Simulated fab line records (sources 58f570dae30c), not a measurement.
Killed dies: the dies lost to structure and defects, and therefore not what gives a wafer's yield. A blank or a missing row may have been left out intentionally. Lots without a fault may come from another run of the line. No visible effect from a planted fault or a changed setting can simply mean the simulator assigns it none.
A lot that was struck, set against a sound lot || flow berkeleyCmos170 || 13 steps out of a route of 331
Sound: wafers L148.1, L148.2, L148.3. The struck wafers were L154.2, L154.3, L154.5. At the end, the cause is stated.
At each step with rows: each side's tool, then ch and its chambers, then its first start. Under that, the readings that differ: sound wafers || struck wafers || difference of the means || sigmas: that difference in standard deviations of wafers without a fault.
alike: a reading whose means differ by less than 2 such deviations, as well as words and numbers matching on both sides. not compared: withheld readings; readings where some wafer has no value; bounds like >300 that might hide an equal value; numbers whose values overlap and for which the record gives no deviation.
A row with sigmas, a row that says differs or no value, or rows on one side alone: a step with any of these is where the two part. Numbers that don't overlap but have no deviation are shown without sigmas and don't part them. A reading missing from all wafers of one side parts the sides only when that side holds two or more wafers.

first, 1 step without rows for these wafers: UCB170_PFIELD_IMPLANT_07.
UCB170_PFIELD_STRIP_08: strips in O2.
  sound on plasmaAsher-03 ch 0,1, day 7 16:25; struck on plasmaAsher-04 ch 0,1, day 9 18:06
  alike: drypumpMotorCurrentA, oesProductAu, stripTimeToEndpointS
  not compared: rfHoursCounterH
UCB170_PFIELD_TW_MEAS_09:
  sound on filmMetro-03, day 7 16:31; struck on filmMetro-04, day 9 18:13
  alike: PFIELD_TW
then, 2 steps without rows for these wafers: UCB170_FIELD_CLEAN_00 (cleans in dHF, time 7.5 s); UCB170_FIELD_OXIDATION_01 (target thk 558.3 nm, ox time 7492 s).
UCB170_FIELD_THK_MEAS_02:
  sound on filmMetro-04, day 8 00:14; struck on filmMetro-01, day 10 01:44
  alike: FIELD_OXIDE_THK
then, 4 steps without rows for these wafers: UCB170_FIELD_ANNEAL_03 (time 1200 s); UCB170_FIELD_WET_ETCH_04 (etches SiO2 in dHF, time 60 s); UCB170_FIELD_WET_ETCH_05 (etches Si3N4 in H3PO4, time 12600 s); UCB170_FIELD_WET_ETCH_06 (etches SiO2 in BOE, time 22 s).
UCB170_FIELD_THK_MEAS_90:
  sound on filmMetro-02, day 8 08:58; struck on filmMetro-04, day 10 09:44
  alike: FIELD_OXIDE_LEFT_1_THK
then, 1 step without rows for these wafers: UCB170_SACOX_CLEAN_00 (cleans in dHF, time 7.5 s).
UCB170_SACOX_OXIDATION_01: target thk 14.4 nm, ox time 2400 s.
  sound on furnace-02 ch 0, day 8 15:51; struck on furnace-04, day 10 12:23
  no value came back on the struck wafers for any of 5 readings (oxTempC (C), oxTempCMax and others); on the sound wafers oxTempC (C) reads 900.3 900.7 900.3

## WHERE THEY PART
UCB170_SACOX_OXIDATION_01 only, going by this record.

WHY: the cause the simulator had injected
Entire step skipped (furnace-04, UCB170_SACOX_OXIDATION_01), from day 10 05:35 onward. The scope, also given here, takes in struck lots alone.
